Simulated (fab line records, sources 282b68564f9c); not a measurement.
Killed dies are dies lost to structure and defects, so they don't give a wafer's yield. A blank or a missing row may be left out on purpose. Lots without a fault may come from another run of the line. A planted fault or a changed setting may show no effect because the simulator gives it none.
A struck lot beside a sound one | flow rit_cmos | 27 steps out of a route of 202
Sound: wafers L426.1, L426.4, L426.6. Struck: wafers L436.1, L436.3, L436.6. The cause comes at the end.
At each step with rows: each side's tool, then ch and its chambers, then its first start. Under that, the readings that differ: sound wafers | struck wafers | difference of the means | sigmas: that difference in standard deviations of wafers without a fault.
alike: readings whose means differ by less than 2 such deviations, and words and numbers that are the same on both sides. not compared: withheld readings, readings that some wafer has no value for, bounds like >300 that may hide the same value, and numbers for which the record gives no deviation and whose values overlap.
The two part at a step that has a row with sigmas, a row that says differs or no value, or rows on one side only. Numbers that don't overlap but have no deviation are shown without sigmas and don't part them. A reading that every wafer of one side lacks parts them only if that side has two wafers or more.

RIT_ACTIVE_BOW_MEAS_00:
  sound on film_metro-01, day 2 01:00; struck on film_metro-03, day 4 03:00
  alike: INCOMING_BOW
then, 1 step without rows for these wafers: RIT_ACTIVE_OXIDATION_01 (target thk 46.8 nm, ox time 3360 s).
RIT_ACTIVE_THK_MEAS_02:
  sound on film_metro-01, day 2 03:14; struck on film_metro-03, day 4 06:13
  alike: ACTIVE_OXIDE_THK
RIT_ACTIVE_CVD_03: deposits Si3N4 from SiH2Cl2/NH3, target thk 150 nm, time 1500 s.
  sound on lpcvd-01 ch 0, day 2 03:18; struck on lpcvd-01 ch 1, day 4 06:53
  reading                                  | sound             | struck            | difference | sigmas
  model.Si3N4_of_ACTIVE_CVD_03.thk_nm (nm) | 152.4 152.6 151.5 | 80.24 80.28 79.96 | -72.01     |
  alike: zone_power_load_pct
RIT_ACTIVE_THK_MEAS_04:
  sound on film_metro-01, day 2 04:43; struck on film_metro-04, day 4 08:17
  reading                 | sound             | struck         | difference | sigmas
  ACTIVE_NITRIDE_THK (nm) | 152.3 152.6 151.5 | 80.2 80.3 79.9 | -72.0      | -48
then, 6 steps without rows for these wafers: RIT_ACTIVE_HMDS_05 (prime time 58.85 s); RIT_ACTIVE_COAT_06 (resist thk 1000 nm); RIT_ACTIVE_SOFTBAKE_07 (time 60 s); RIT_ACTIVE_EXPOSE_08 (exposes mask M1, target cd 1400 nm); RIT_ACTIVE_PEB_09; RIT_ACTIVE_DEVELOP_10 (develop time 50 s).
RIT_ACTIVE_CD_MEAS_11: target cd 1400 nm.
  sound on cd_sem-01, day 2 05:45; struck on cd_sem-01, day 4 09:14
  alike: cd_nm
then, 1 step without rows for these wafers: RIT_ACTIVE_HARDBAKE_12 (time 60 s).
RIT_ACTIVE_ETCH_13: etches Si3N4 in SF6, stops on SiO2, time 210 s, target depth 210 nm.
  sound on rie_diel-01 ch 0,3, day 2 06:01; struck on rie_diel-03 ch 1,2, day 4 09:30
  reading                            | sound             | struck            | difference | sigmas
  oes_product_au (a.u.)              | 0.823 0.844 0.841 | 0.609 0.611 0.599 | -0.230     | -19
  model.etch.depth_nm (nm)           | 152.4 152.6 151.5 | 80.24 80.28 79.96 | -72.01     |
  model.ACTIVE.feature_depth_nm (nm) | 154.3 153.3 152.2 | 80.65 82.62 82.3  | -71.41     |
  alike: drypump_motor_current_A, rf_fwd_power_W, throttle_valve_pct
  not compared: rf_hours_counter_h
RIT_ACTIVE_STRIP_14: strips in O2, time 180 s.
  sound on plasma_asher-03 ch 0,1, day 2 06:09; struck on plasma_asher-02 ch 0,1, day 4 09:38
  alike: drypump_motor_current_A, o2_flow_sccm
  not compared: rf_hours_counter_h
RIT_ACTIVE_CD_MEAS_90: target cd 1400 nm.
  sound on cd_sem-01, day 2 06:20; struck on cd_sem-01, day 4 09:48
  alike: cd_nm
then, 4 steps without rows for these wafers: RIT_ACTIVE_CLEAN_15 (cleans in SC1, time 600 s); RIT_ACTIVE_CLEAN_16 (cleans in dHF, time 30 s); RIT_ACTIVE_CLEAN_17 (cleans in SC2, time 600 s); RIT_FOX1_OXIDATION_00 (target thk 350.7 nm, ox time 1130 s).
RIT_FOX1_THK_MEAS_01:
  sound on film_metro-04, day 2 08:29; struck on film_metro-01, day 4 11:38
  alike: FOX1_OXIDE_THK
then, 2 steps without rows for these wafers: RIT_FOX1_WET_ETCH_02 (etches SiO2 in BOE, target depth 350 nm, time 390 s); RIT_FOX2_OXIDATION_00 (target thk 350.7 nm, ox time 1130 s).
RIT_FOX2_THK_MEAS_01:
  sound on film_metro-02, day 2 11:12; struck on film_metro-03, day 4 13:47
  alike: FOX2_OXIDE_THK
RIT_FOX2_CLEAN_02: cleans in dHF, time 180 s.
  sound on wet_bench-04 ch 2, day 2 11:16; struck on wet_bench-02 ch 3, day 4 13:51
  reading                                  | sound             | struck            | difference | sigmas
  model.Si3N4_of_ACTIVE_CVD_03.thk_nm (nm) | 133.2 133.3 132.3 | 61.09 61.11 60.79 | -71.94     |
then, 1 step without rows for these wafers: RIT_FOX2_WET_ETCH_03 (etches Si3N4 in H3PO4, target depth 195 nm, time 2700 s).
RIT_M1_PROBE_99:
  sound on prober-02, day 4 01:36; struck on prober-02, day 6 07:38
  reading                             | sound             | struck            | difference | sigmas
  killed_at_M0_to_M3                  | 0 0 0             | 1 0 0             | +0         | +2
  model.etest.nldd.width_nm (nm)      | 3199 3194 3189    | 3023 3003 3020    | -179       |
  model.etest.pldd.width_nm (nm)      | 3176 3196 3179    | 3025 2979 3017    | -177       |
  model.etest.pplus_sal.width_nm (nm) | 3445 3474 3439    | 3359 3342 3357    | -100       |
  model.etest.nplus_sal.width_nm (nm) | 3434 3491 3430    | 3346 3341 3343    | -108       |
  model.etest.nmos_narrow.drive_ua_um | 224.7 228.8 220.1 | 185.8 182.8 183.2 | -40.6      |
  model.etest.pmos_narrow.drive_ua_um | 97.11 100.2 94.95 | 84.06 82.28 82.82 | -14.37     |
  model.etest.pplus_sal.line_ohm_um   | 1.186 1.204 1.225 | 1.273 1.264 1.254 | +0.059     |
  model.etest.nplus_sal.line_ohm_um   | 1.202 1.214 1.213 | 1.246 1.268 1.249 | +0.045     |
  alike: killed_at_contacts, killed_at_front_end, killed_dies, killed_open, killed_short

WHERE THEY PART
First at RIT_ACTIVE_THK_MEAS_04; last, within this record, at RIT_M1_PROBE_99.

WHY: what the simulator had put in
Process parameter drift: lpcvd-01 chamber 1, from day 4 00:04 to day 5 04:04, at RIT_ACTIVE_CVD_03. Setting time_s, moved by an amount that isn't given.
